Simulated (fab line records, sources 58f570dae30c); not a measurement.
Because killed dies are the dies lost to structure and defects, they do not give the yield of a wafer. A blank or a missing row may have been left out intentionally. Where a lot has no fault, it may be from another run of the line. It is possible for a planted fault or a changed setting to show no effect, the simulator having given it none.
Split-lot experiment || flow berkeley-cmos170 || 5 lots, 27 wafers read, on a route of 331 steps

## THE SPLIT
At UCB170_ACTIVE_ETCH_15 (etches Si3N4 in CH3F/Ar/O2, stops on SiO2, target depth 242 nm, time 151 s), the setting time-s was moved away from the recipe's 151 s on 12 of the 27 wafers read, by +18.1% to +48.0%. The other wafers ran this setting at the recipe's value.

The reading is taken at the split's own step.

## THE READING
SiO2_of_ACTIVE_OXIDATION_02.thk-nm (the simulator's own value, which no gauge read), in nm, at UCB170_ACTIVE_ETCH_15 (etches Si3N4 in CH3F/Ar/O2, stops on SiO2, target depth 242 nm, time 151 s). No usual value for it is given in the file. The 15 wafers here that ran the recipe average 22.288 nm, standard deviation 0.37 nm.

{"wafer": "L077.2", "tool, chamber at the split": "rie-diel-03, 2", "time-s as run, s": 151, "against the recipe": "recipe", "SiO2_of_ACTIVE_OXIDATION_02.thk-nm, nm": 22.15, "against lot-mates on the recipe": "-"}
{"wafer": "L077.3", "tool, chamber at the split": "rie-diel-03, 0", "time-s as run, s": 151, "against the recipe": "recipe", "SiO2_of_ACTIVE_OXIDATION_02.thk-nm, nm": 22.03, "against lot-mates on the recipe": "-"}
{"wafer": "L077.6", "tool, chamber at the split": "rie-diel-03, 1", "time-s as run, s": 151, "against the recipe": "recipe", "SiO2_of_ACTIVE_OXIDATION_02.thk-nm, nm": 21.75, "against lot-mates on the recipe": "-"}
{"wafer": "L078.1", "tool, chamber at the split": "rie-diel-01, 1", "time-s as run, s": 151, "against the recipe": "recipe", "SiO2_of_ACTIVE_OXIDATION_02.thk-nm, nm": 22.14, "against lot-mates on the recipe": "-"}
{"wafer": "L078.2", "tool, chamber at the split": "rie-diel-01, 3", "time-s as run, s": 195.6, "against the recipe": "+29.5%", "SiO2_of_ACTIVE_OXIDATION_02.thk-nm, nm": 10.42, "against lot-mates on the recipe": -11.763}
{"wafer": "L078.3", "tool, chamber at the split": "rie-diel-01, 2", "time-s as run, s": 151, "against the recipe": "recipe", "SiO2_of_ACTIVE_OXIDATION_02.thk-nm, nm": 21.86, "against lot-mates on the recipe": "-"}
{"wafer": "L078.4", "tool, chamber at the split": "rie-diel-01, 2", "time-s as run, s": 195.6, "against the recipe": "+29.5%", "SiO2_of_ACTIVE_OXIDATION_02.thk-nm, nm": 9.854, "against lot-mates on the recipe": -12.329}
{"wafer": "L078.5", "tool, chamber at the split": "rie-diel-01, 3", "time-s as run, s": 151, "against the recipe": "recipe", "SiO2_of_ACTIVE_OXIDATION_02.thk-nm, nm": 22.55, "against lot-mates on the recipe": "-"}
{"wafer": "L078.6", "tool, chamber at the split": "rie-diel-01, 1", "time-s as run, s": 195.6, "against the recipe": "+29.5%", "SiO2_of_ACTIVE_OXIDATION_02.thk-nm, nm": 10.52, "against lot-mates on the recipe": -11.663}
{"wafer": "L079.1", "tool, chamber at the split": "rie-diel-01, 2", "time-s as run, s": 223.5, "against the recipe": "+48.0%", "SiO2_of_ACTIVE_OXIDATION_02.thk-nm, nm": 2.19, "against lot-mates on the recipe": -20.217}
{"wafer": "L079.2", "tool, chamber at the split": "rie-diel-01, 3", "time-s as run, s": 151, "against the recipe": "recipe", "SiO2_of_ACTIVE_OXIDATION_02.thk-nm, nm": 22.25, "against lot-mates on the recipe": "-"}
{"wafer": "L079.3", "tool, chamber at the split": "rie-diel-01, 1", "time-s as run, s": 151, "against the recipe": "recipe", "SiO2_of_ACTIVE_OXIDATION_02.thk-nm, nm": 22.52, "against lot-mates on the recipe": "-"}
{"wafer": "L079.4", "tool, chamber at the split": "rie-diel-01, 0", "time-s as run, s": 151, "against the recipe": "recipe", "SiO2_of_ACTIVE_OXIDATION_02.thk-nm, nm": 22.45, "against lot-mates on the recipe": "-"}
{"wafer": "L079.5", "tool, chamber at the split": "rie-diel-01, 2", "time-s as run, s": 223.5, "against the recipe": "+48.0%", "SiO2_of_ACTIVE_OXIDATION_02.thk-nm, nm": 2.137, "against lot-mates on the recipe": -20.270}
{"wafer": "L079.6", "tool, chamber at the split": "rie-diel-01, 1", "time-s as run, s": 223.5, "against the recipe": "+48.0%", "SiO2_of_ACTIVE_OXIDATION_02.thk-nm, nm": 3.272, "against lot-mates on the recipe": -19.135}
{"wafer": "L084.1", "tool, chamber at the split": "rie-diel-03, 3", "time-s as run, s": 178.3, "against the recipe": "+18.1%", "SiO2_of_ACTIVE_OXIDATION_02.thk-nm, nm": 15.47, "against lot-mates on the recipe": -7.217}
{"wafer": "L084.2", "tool, chamber at the split": "rie-diel-03, 2", "time-s as run, s": 151, "against the recipe": "recipe", "SiO2_of_ACTIVE_OXIDATION_02.thk-nm, nm": 22.66, "against lot-mates on the recipe": "-"}
{"wafer": "L084.3", "tool, chamber at the split": "rie-diel-03, 1", "time-s as run, s": 178.3, "against the recipe": "+18.1%", "SiO2_of_ACTIVE_OXIDATION_02.thk-nm, nm": 15.28, "against lot-mates on the recipe": -7.407}
{"wafer": "L084.4", "tool, chamber at the split": "rie-diel-03, 0", "time-s as run, s": 151, "against the recipe": "recipe", "SiO2_of_ACTIVE_OXIDATION_02.thk-nm, nm": 22.7, "against lot-mates on the recipe": "-"}
{"wafer": "L084.5", "tool, chamber at the split": "rie-diel-03, 0", "time-s as run, s": 178.3, "against the recipe": "+18.1%", "SiO2_of_ACTIVE_OXIDATION_02.thk-nm, nm": 15.4, "against lot-mates on the recipe": -7.287}
{"wafer": "L084.6", "tool, chamber at the split": "rie-diel-03, 1", "time-s as run, s": 151, "against the recipe": "recipe", "SiO2_of_ACTIVE_OXIDATION_02.thk-nm, nm": 22.7, "against lot-mates on the recipe": "-"}
{"wafer": "L083.1", "tool, chamber at the split": "rie-diel-01, 1", "time-s as run, s": 151, "against the recipe": "recipe", "SiO2_of_ACTIVE_OXIDATION_02.thk-nm, nm": 22.7, "against lot-mates on the recipe": "-"}
{"wafer": "L083.2", "tool, chamber at the split": "rie-diel-01, 2", "time-s as run, s": 151, "against the recipe": "recipe", "SiO2_of_ACTIVE_OXIDATION_02.thk-nm, nm": 21.49, "against lot-mates on the recipe": "-"}
{"wafer": "L083.3", "tool, chamber at the split": "rie-diel-01, 3", "time-s as run, s": 151, "against the recipe": "recipe", "SiO2_of_ACTIVE_OXIDATION_02.thk-nm, nm": 22.37, "against lot-mates on the recipe": "-"}
{"wafer": "L083.4", "tool, chamber at the split": "rie-diel-01, 2", "time-s as run, s": 212.3, "against the recipe": "+40.6%", "SiO2_of_ACTIVE_OXIDATION_02.thk-nm, nm": 5.175, "against lot-mates on the recipe": -17.012}
{"wafer": "L083.5", "tool, chamber at the split": "rie-diel-01, 1", "time-s as run, s": 212.3, "against the recipe": "+40.6%", "SiO2_of_ACTIVE_OXIDATION_02.thk-nm, nm": 5.822, "against lot-mates on the recipe": -16.365}
{"wafer": "L083.6", "tool, chamber at the split": "rie-diel-01, 3", "time-s as run, s": 212.3, "against the recipe": "+40.6%", "SiO2_of_ACTIVE_OXIDATION_02.thk-nm, nm": 4.985, "against lot-mates on the recipe": -17.202}

FIT RESULTS
A straight line over all 27 wafers: SiO2_of_ACTIVE_OXIDATION_02.thk-nm changes by -0.412 nm for each +1% of time-s; r = -1.00; the points scatter about the line by 0.43 nm.
The same after taking each lot's own level away (the mean of its wafers on the recipe; 27 wafers): -0.413 nm for each +1%; r = -1.00; scatter 0.34 nm.
According to that fit, moving time-s by its largest amount changes the reading by 20 nm.
The span of the lots' own levels, 21.9767 to 22.6867 nm, comes to 1.9 times the standard deviation stated above.
The two slopes are in agreement: the lot-to-lot level therefore moves the slope only a little.
Check: with one of the wafers moved furthest among these (+48.0%) left out of the fit, the line predicts -19.7 nm for it against its lot-mates. It came out at -20.2 nm against them.

## THE OTHER SPLITS THESE WAFERS WENT THROUGH
Other splits were also applied to these wafers ahead of the reading. Each is held against what the fit with the lots' levels taken away leaves over:
{"other split on the same wafers": "UCB170_START_OXIDATION_02 ox-time-s", "wafers away from the commonest value": 18, "r with SiO2_of_ACTIVE_OXIDATION_02.thk-nm (lot level and that fit taken away)": -0.03}
{"other split on the same wafers": "UCB170_ZERO_ETCH_06 time-s", "wafers away from the commonest value": 9, "r with SiO2_of_ACTIVE_OXIDATION_02.thk-nm (lot level and that fit taken away)": -0.43}

## THE WHOLE CHAIN: every reading that the file lists as answering this split, in the file's order
{"step": "UCB170_ACTIVE_ETCH_15", "what it does": "etches Si3N4 in CH3F/Ar/O2, stops on SiO2, target depth 242 nm, time 151 s", "reading": "KrF_of_ACTIVE_COAT_08.thk-nm (the simulator's own value, which no gauge read)", "change (the file's fit)": "-1.65 nm for each +1% of the setting", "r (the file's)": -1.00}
{"step": "UCB170_ACTIVE_ETCH_15", "what it does": "etches Si3N4 in CH3F/Ar/O2, stops on SiO2, target depth 242 nm, time 151 s", "reading": "SiO2_of_ACTIVE_OXIDATION_02.thk-nm (the simulator's own value, which no gauge read)", "change (the file's fit)": "-0.412 nm for each +1% of the setting", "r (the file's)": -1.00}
{"step": "UCB170_ACTIVE_STRIP_16", "what it does": "strips in O2", "reading": "strip-time-to-endpoint-s", "change (the file's fit)": "withheld for each +1% of the setting", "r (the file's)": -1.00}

## THE FILE'S OWN FIT
SiO2_of_ACTIVE_OXIDATION_02.thk-nm changes by -0.412 nm for each +1% of time-s, r = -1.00.
